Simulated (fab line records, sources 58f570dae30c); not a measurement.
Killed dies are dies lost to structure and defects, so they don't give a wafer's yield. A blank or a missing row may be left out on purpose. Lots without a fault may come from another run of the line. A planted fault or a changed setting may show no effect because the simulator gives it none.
fab line records | flow berkeley_cmos170
record lots=14 wafers=42 last_day=11
route steps=331 shown ACTIVE@74 V1@263 M3@312
lots that met no fault: from a run of the same line without faults
start_h: hours from the record's first day to the start of the lot's first wafer shown | wait_h: hours since the lot's step before | " the same as in the row above | L1.1+2: a row that stands for several wafers | - no value, or no start given | * or withheld: withheld | < > ~ a bound
route shown NAME@n: a module of which the file shows steps, and the number in the route of the first | usual: mean/standard deviation of fault-free wafers | same: alike in all rows | chamber/n: place in a boat | sites: the reading at each site | _std_site: their standard deviation | _edge_site: outer sites' mean less inner sites' | radius_mm: how far each site lies from the wafer's centre | mask NAME#n: copy n | behind: the tool/chamber that last shaped the wafer | hold: why the lot was held/for how many hours/how that ended | device: the transistor (n, p or np) that didn't switch | end of line: the same wafers' tests at the end of the route | a step without rows: its recipe alone | killed: dies lost to structure and defects at the first sort, not the wafer's yield | map: a wafer's dies, x killed, . not, _ none there
set.NAME: the setting as run; set.NAME@STEP: as run at that earlier step | model.NAME: the simulator's own value behind a step, which no gauge read
steps of the route over a sample of lots; a table a step, a row a wafer
services: from which hour (start_h, from the record's first day; less than 0 if before it) a tool's chamber was out of use, for how many hours, and why
## steps
# step UCB170_ACTIVE_OVL_MEAS_14
# usual ACTIVE_OVL=-2/4.6
# columns lot.wafer tool chamber start_h wait_h ACTIVE_OVL[nm]
L929.3 overlay-02 - 69.12 0.1 -4
L929.4 " - " " 2
L929.6 " - " " -2
L930.1 overlay-01 - 78.99 0.1 -4
L930.5 " - " " 2
L930.6 " - " " 1
L932.2 overlay-02 - 99.29 0.1 0
L932.5 " - " " -4
L932.6 " - " " -1
L933.2 overlay-02 - 100.02 0.1 3
L933.4 " - " " 2
L933.6 " - " " -3
L935.1 overlay-01 - 104.03 0.1 -5
L935.5 " - " " -9
L935.6 " - " " 1
L937.1 overlay-01 - 113.95 0.1 -7
L937.4 " - " " -8
L937.5 " - " " -10
L938.1 overlay-02 - 118.73 0.1 2
L938.3 " - " " -4
L938.4 " - " " 1
L939.1 overlay-01 - 118.98 0.1 -2
L939.2 " - " " -4
L939.6 " - " " -1
L941.3 overlay-01 - 130.90 0.1 6
L941.4 " - " " 2
L941.6 " - " " -3
L940.2 overlay-01 - 130.93 0.1 0
L940.4 " - " " 3
L940.6 " - " " 1
L942.4 overlay-01 - 131.22 0.1 -5
L942.5 " - " " -3
L942.6 " - " " -1
L947.1 overlay-02 - 162.14 0.1 -14
L947.3 " - " " -6
L947.6 " - " " -8
L948.1 overlay-02 - 167.56 0.1 -6
L948.2 " - " " 4
L948.3 " - " " -5
L949.3 overlay-01 - 177.76 0.1 -5
L949.4 " - " " -4
L949.6 " - " " -1
# step UCB170_ACTIVE_ETCH_15
# recipe chemistry=CH3F/Ar/O2 target=Si3N4 stop_on=SiO2 CH3F_flow_sccm=20 Ar_flow_sccm=50 O2_flow_sccm=7 pressure_mtorr=50 rf_w=450 target_depth_a=2420 over_etch_frac=0.1 time_s=151
# usual drypump_motor_current_A=5.9/0.38 oes_product_au=0.942/0.014 throttle_valve_pct=8.05/0.11
# same time_s=151
# columns lot.wafer tool chamber start_h wait_h drypump_motor_current_A oes_product_au rf_hours_counter_h throttle_valve_pct
L929.3 rie_diel-03 2 69.15 0.0 6.0 0.946 48 7.95
L929.4 " 1 " " 6.2 0.935 133 8.14
L929.6 " 2 " " 5.9 0.943 - 7.96
L930.1 rie_diel-02 3 79.02 0.0 6.0 0.938 114 8.17
L930.5 " 0 " " 6.0 0.954 - 8.23
L930.6 " 3 " " 6.0 0.925 - 8.17
L932.2 rie_diel-04 2 99.32 0.0 5.8 0.925 137 7.91
L932.5 " 2 " " 5.8 0.941 - 7.93
L932.6 " 1 " " 6.1 0.955 - 7.93
L933.2 rie_diel-03 2 100.05 0.0 6.0 0.941 49 7.95
L933.4 " 1 " " 6.1 0.942 134 8.16
L933.6 " 2 " " 6.0 0.934 - 7.95
L935.1 rie_diel-02 3 104.06 0.0 6.0 0.926 115 8.18
L935.5 " 0 " " 6.0 0.961 - 8.23
L935.6 " 1 " " 5.8 0.946 - 8.12
L937.1 rie_diel-02 1 113.98 0.0 5.8 0.931 69 8.12
L937.4 " 3 " " 6.0 0.923 115 8.17
L937.5 " 2 " " 5.5 0.946 - 8.12
L938.1 rie_diel-03 0 118.77 0.0 5.7 0.943 111 8.00
L938.3 " 2 " " 5.9 0.943 50 7.96
L938.4 " 1 " " 6.2 0.940 135 8.17
L939.1 rie_diel-02 1 119.01 0.0 5.8 0.924 70 8.12
L939.2 " 2 " " 5.5 0.941 148 8.13
L939.6 " 3 " " 5.9 0.922 - 8.18
L941.3 rie_diel-04 2 130.93 0.0 5.8 0.943 138 7.92
L941.4 " 1 " " 6.1 0.969 14 7.95
L941.6 " 1 " " 6.1 0.972 - 7.95
L940.2 rie_diel-03 3 130.96 0.0 5.6 0.917 16 8.17
L940.4 " 1 " " 6.2 0.945 136 8.17
L940.6 " 1 " " 6.2 0.947 - 8.16
L942.4 rie_diel-02 1 131.24 0.0 5.8 0.952 70 8.12
L942.5 " 2 " " 5.4 0.952 - 8.12
L942.6 " 1 " " 5.8 0.940 - 8.14
L947.1 rie_diel-04 1 162.18 0.0 6.1 0.952 15 7.96
L947.3 " 3 " " 6.8 0.936 7 7.94
L947.6 " 2 " " 5.8 0.921 - 7.93
L948.1 rie_diel-04 1 167.60 0.0 6.1 0.949 15 7.94
L948.2 " 3 " " 6.8 0.939 8 7.95
L948.3 " 2 " " 5.8 0.937 140 7.94
L949.3 rie_diel-03 0 177.78 0.0 5.7 0.940 113 8.00
L949.4 " 3 " " 5.6 0.925 18 8.17
L949.6 " 2 " " 6.0 0.946 - 7.95
# step UCB170_V1_EXPOSE_09
# recipe mask_id=VIA1 target_cd_nm=700 na=0.5 sigma_outer=0.6 source_shape=conventional dose_mj=37
# usual exposure_dose_mJ_cm2=38.30/0.05 focus_offset_nm=-0.1/0.49
# columns lot.wafer tool chamber start_h wait_h mask exposure_dose_mJ_cm2 focus_offset_nm
L929.3 krf_scanner-01 0 149.04 0.1 VIA1#0 38.30 -0.2
L929.4 " 0 " " VIA1#0 38.27 -1.0
L929.6 " 0 " " VIA1#0 38.33 -0.5
L930.1 krf_scanner-02 0 160.57 0.1 VIA1#0 38.26 -0.4
L930.5 " 0 " " VIA1#0 38.18 -1.0
L930.6 " 0 " " VIA1#0 38.24 -0.4
L932.2 krf_scanner-02 0 165.69 0.1 VIA1#0 38.20 0.3
L932.5 " 0 " " VIA1#0 38.31 0.0
L932.6 " 0 " " VIA1#0 38.26 0.3
L933.2 krf_scanner-02 0 172.27 0.1 VIA1#0 38.38 0.1
L933.4 " 0 " " VIA1#0 38.31 -0.3
L933.6 " 0 " " VIA1#0 38.31 0.0
L935.1 krf_scanner-01 0 182.32 0.2 VIA1#0 38.30 0.4
L935.5 " 0 " " VIA1#0 38.33 -0.2
L935.6 " 0 " " VIA1#0 38.31 1.2
L937.1 krf_scanner-01 0 189.96 0.4 VIA1#0 38.26 -0.5
L937.4 " 0 " " VIA1#0 38.32 -0.9
L937.5 " 0 " " VIA1#0 38.34 -0.8
L939.1 krf_scanner-02 0 193.96 0.2 VIA1#0 38.29 -0.3
L939.2 " 0 " " VIA1#0 38.24 0.3
L939.6 " 0 " " VIA1#0 38.18 0.7
L938.1 krf_scanner-01 0 194.29 0.2 VIA1#0 38.39 0.3
L938.3 " 0 " " VIA1#0 38.38 -0.3
L938.4 " 0 " " VIA1#0 38.36 0.1
L942.4 krf_scanner-02 0 202.83 0.2 VIA1#0 38.32 0.5
L942.5 " 0 " " VIA1#0 38.32 0.0
L942.6 " 0 " " VIA1#0 38.32 -0.2
L940.2 krf_scanner-02 0 205.12 0.1 VIA1#0 38.29 0.2
L940.4 " 0 " " VIA1#0 38.25 -0.1
L940.6 " 0 " " VIA1#0 38.29 -0.2
L941.3 krf_scanner-02 0 205.67 0.2 VIA1#0 38.29 -0.2
L941.4 " 0 " " VIA1#0 38.25 -0.5
L941.6 " 0 " " VIA1#0 38.29 0.0
L948.1 krf_scanner-02 - 234.09 0.3 VIA1#0 - -
L948.2 " - " " VIA1#0 - -
L948.3 " - " " VIA1#0 - -
L947.1 krf_scanner-01 - 234.37 0.2 VIA1#0 - -
L947.3 " - " " VIA1#0 - -
L947.6 " - " " VIA1#0 - -
L949.3 krf_scanner-02 0 258.38 0.1 VIA1#0 38.25 0.4
L949.4 " 0 " " VIA1#0 38.29 0.7
L949.6 " 0 " " VIA1#0 38.27 -0.7
# step UCB170_M3_THK_MEAS_03
# recipe thk_meas_gauge=xrf reads=Al_of_M3_SPUTTER_01
# usual M3_AL_THK=934/12
# columns lot.wafer tool chamber start_h wait_h M3_AL_THK[nm]
L929.3 film_metro-01 - 156.13 0.1 938
L929.4 " - " " 941
L929.6 " - " " 943
L930.1 film_metro-04 - 168.15 0.1 948
L930.5 " - " " 951
L930.6 " - " " 927
L932.2 film_metro-01 - 172.60 0.1 933
L932.5 " - " " 927
L932.6 " - " " 916
L933.2 film_metro-04 - 179.21 0.1 926
L933.4 " - " " 935
L933.6 " - " " 936
L935.1 film_metro-04 - 189.11 0.1 948
L935.5 " - " " 951
L935.6 " - " " 933
L937.1 film_metro-02 - 197.07 0.1 928
L937.4 " - " " 939
L937.5 " - " " 935
L939.1 film_metro-04 - 201.06 0.1 949
L939.2 " - " " 934
L939.6 " - " " 924
L938.1 film_metro-01 - 201.18 0.1 940
L938.3 " - " " 924
L938.4 " - " " 923
L942.4 film_metro-02 - 210.11 0.1 961
L942.5 " - " " 954
L942.6 " - " " 944
L940.2 film_metro-02 - 211.95 0.1 925
L940.4 " - " " 913
L940.6 " - " " 934
L941.3 film_metro-04 - 212.25 0.1 907
L941.4 " - " " 915
L941.6 " - " " 909
L949.3 film_metro-02 - 266.11 0.1 933
L949.4 " - " " 946
L949.6 " - " " 917
## services
# columns tool chamber start_h hours kind
krf_scanner-01 - 57.59 0.8 pm
rie_diel-02 2 60.65 27.5 repair
rie_diel-02 1 64.49 6.8 repair
krf_scanner-02 - 84.15 1.0 pm
krf_scanner-01 - 89.24 1.0 pm
rie_diel-02 3 105.18 4.4 repair
krf_scanner-02 - 109.07 0.8 repair
rie_diel-04 3 118.72 8.6 repair
rie_diel-04 1 125.42 4.4 repair
krf_scanner-02 - 131.10 2.8 repair
krf_scanner-02 - 133.88 1.3 pm
krf_scanner-01 - 135.63 0.6 repair
krf_scanner-01 - 157.29 0.2 repair
krf_scanner-01 - 164.41 3.0 pm
rie_diel-02 3 165.03 11.4 repair
krf_scanner-01 - 177.15 0.6 repair
rie_diel-02 0 179.02 21.5 repair
krf_scanner-02 - 191.71 0.8 pm
krf_scanner-02 - 197.50 0.6 repair
krf_scanner-01 - 203.50 1.3 pm
krf_scanner-02 - 210.17 3.6 pm
krf_scanner-01 - 226.45 0.8 pm
krf_scanner-02 - 253.04 1.0 pm
krf_scanner-01 - 258.18 1.0 pm
## key
first_sign step=UCB170_V1_EXPOSE_09 reading=tool_record direction=missing
effect none on later readings
met_at UCB170_V1_EXPOSE_09
struck_lots L947,L948
later_rows_left_out L947.1,L947.3,L947.6,L948.1,L948.2,L948.3
sort_left_out L947.1,L947.3,L947.6,L948.1,L948.2,L948.3
loop_trim step=UCB170_V1_EXPOSE_09 setting=dose lots=L947
not_acting_at UCB170_ACTIVE_OVL_MEAS_14,UCB170_ACTIVE_ETCH_15,UCB170_M3_THK_MEAS_03
onset_between 205.67 234.09
fault kind=skipped_step_whole tool=krf_scanner-01,krf_scanner-02 chamber=- onset_h=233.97 steps=UCB170_V1_EXPOSE_09 scope=struck_lots_only
# sort_left_out: the simulated sort isn't trusted on such a fault, so these wafers' sort isn't shown, and their yield isn't known
# later_rows_left_out: the simulator's readings of these wafers behind a module that went badly wrong aren't trusted and aren't shown, but for the sort
# loop_trim: a control loop set the setting to another value than it would have without faults
